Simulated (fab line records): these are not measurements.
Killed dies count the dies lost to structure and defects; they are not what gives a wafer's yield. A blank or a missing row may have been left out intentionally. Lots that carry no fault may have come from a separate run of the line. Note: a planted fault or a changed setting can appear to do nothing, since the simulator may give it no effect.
A lot that was struck, set against a sound lot ; flow berkeley-cmos170 ; 16 steps out of a route of 331
Sound: the wafers L167.2, L167.4, L167.6. Struck: wafers L170.4, L170.5. (L170.6 of the same lot was not struck and is left out.) The cause comes at the end.
At each step with rows: each side's tool, then ch and its chambers, then its first start. Under that, the readings that differ: sound wafers ; struck wafers ; difference of the means ; sigmas: that difference in standard deviations of wafers without a fault.
alike: words and numbers the same on both sides, and readings whose means are apart by under 2 such deviations; not compared: readings that were withheld, readings missing a value for some wafer, numbers with overlapping values and no deviation given by the record, and bounds like >300 which may hide the same value.
A row with sigmas, a row that says differs or no value, or rows on one side alone: a step with any of these is where the two part. When numbers do not overlap yet have no deviation, they are printed without sigmas and do not part them. A reading that every wafer of one side lacks parts them only if that side has two wafers or more.

first, 1 step without rows for these wafers: UCB170_M2_SOFTBAKE_06 (time 60 s).
UCB170_M2_STRIP_07: strips in O2.
  sound on plasma-asher-01 ch 0, day 7 17:14; struck on plasma-asher-01 ch 0,1, day 8 20:17
  alike: drypump-motor-current-A, oes-product-au, strip-time-to-endpoint-s
  not compared: rf-hours-counter-h
then, 7 steps without rows for these wafers: UCB170_M2_STRIP_08 (strips KrF in DMSO, time 600 s); UCB170_M2_COAT_09; UCB170_M2_COAT_10 (resist thk 900 nm); UCB170_M2_SOFTBAKE_11 (time 60 s); UCB170_M2_EXPOSE_12 (exposes mask METAL2, target cd 700 nm); UCB170_M2_PEB_13; UCB170_M2_DEVELOP_14 (develop time 42.97 s).
UCB170_M2_CD_MEAS_15: target cd 700 nm.
  struck on cd-sem-01, day 8 21:57; sound on cd-sem-01, day 7 18:46
  alike: cd-nm
UCB170_M2_OVL_MEAS_16:
  struck on overlay-02, day 8 22:02; sound on overlay-02, day 7 18:52
  alike: M2_OVL
UCB170_M2_ETCH_17: etches BARC in N2/H2.
  sound on rie-diel-04 ch 0,1, day 7 18:54; struck on rie-diel-04 ch 0,1, day 8 22:03
  alike: drypump-motor-current-A, oes-product-au, throttle-valve-pct
UCB170_M2_METAL_ETCH_18: etches Al in Cl2/BCl3, stops on SiO2, target depth 1170 nm, time 195 s.
  sound on rie-metal-01 ch 1, day 7 19:00; struck on rie-metal-01 ch 0, day 8 22:09
reading;sound;struck;difference;sigmas
oes-product-au (a.u.);0.853 0.848 0.846;0.979 0.986;+0.133;+12
run-length-s (s);223.3 222.7 222.7;184.0 184.3;-38.8;-95
model.KrF_of_M2_COAT_10.thk-nm (nm);204.6 206.3 207.9;356.4 351.1;+147.5;
model.SiO2_of_V1_CVD_00.thk-nm (nm);937.2 937.4 936.7;950.7 950.4;+13.4;
model.M2.cd-nm (nm);695.3 698.1 695.3;705.1 704.5;+8.6;
  alike: drypump-motor-current-A, throttle-valve-pct
  not compared: rf-hours-counter-h
UCB170_M2_STRIP_19: strips in O2.
  sound on plasma-asher-04 ch 0,1, day 7 19:19; struck on plasma-asher-04 ch 0,1, day 8 22:19
reading;sound;struck;difference;sigmas
oes-product-au (a.u.);0.539 0.537 0.542;0.693 0.687;+0.151;+14
  alike: drypump-motor-current-A
  not compared: rf-hours-counter-h
UCB170_M2_CD_MEAS_90: target cd 700 nm.
  struck on cd-sem-01, day 8 22:30; sound on cd-sem-01, day 7 19:26
reading;sound;struck;difference;sigmas
cd-nm (nm);695 698 695;705 704;+8;+3
UCB170_V2_CVD_00: deposits SiO2 from TEOS/O2, target thk 2000 nm, time 250 s.
  sound on pecvd-01 ch 1,2, day 7 19:32; struck on pecvd-03 ch 1, day 8 22:38
  alike: heater-power-w

== WHERE THEY PART ==
Last at UCB170_M2_CD_MEAS_90 as far as this record goes, first at UCB170_M2_METAL_ETCH_18. Later steps at which nothing parts them and some readings are alike: UCB170_V2_CVD_00.

WHY: what the simulator had put in
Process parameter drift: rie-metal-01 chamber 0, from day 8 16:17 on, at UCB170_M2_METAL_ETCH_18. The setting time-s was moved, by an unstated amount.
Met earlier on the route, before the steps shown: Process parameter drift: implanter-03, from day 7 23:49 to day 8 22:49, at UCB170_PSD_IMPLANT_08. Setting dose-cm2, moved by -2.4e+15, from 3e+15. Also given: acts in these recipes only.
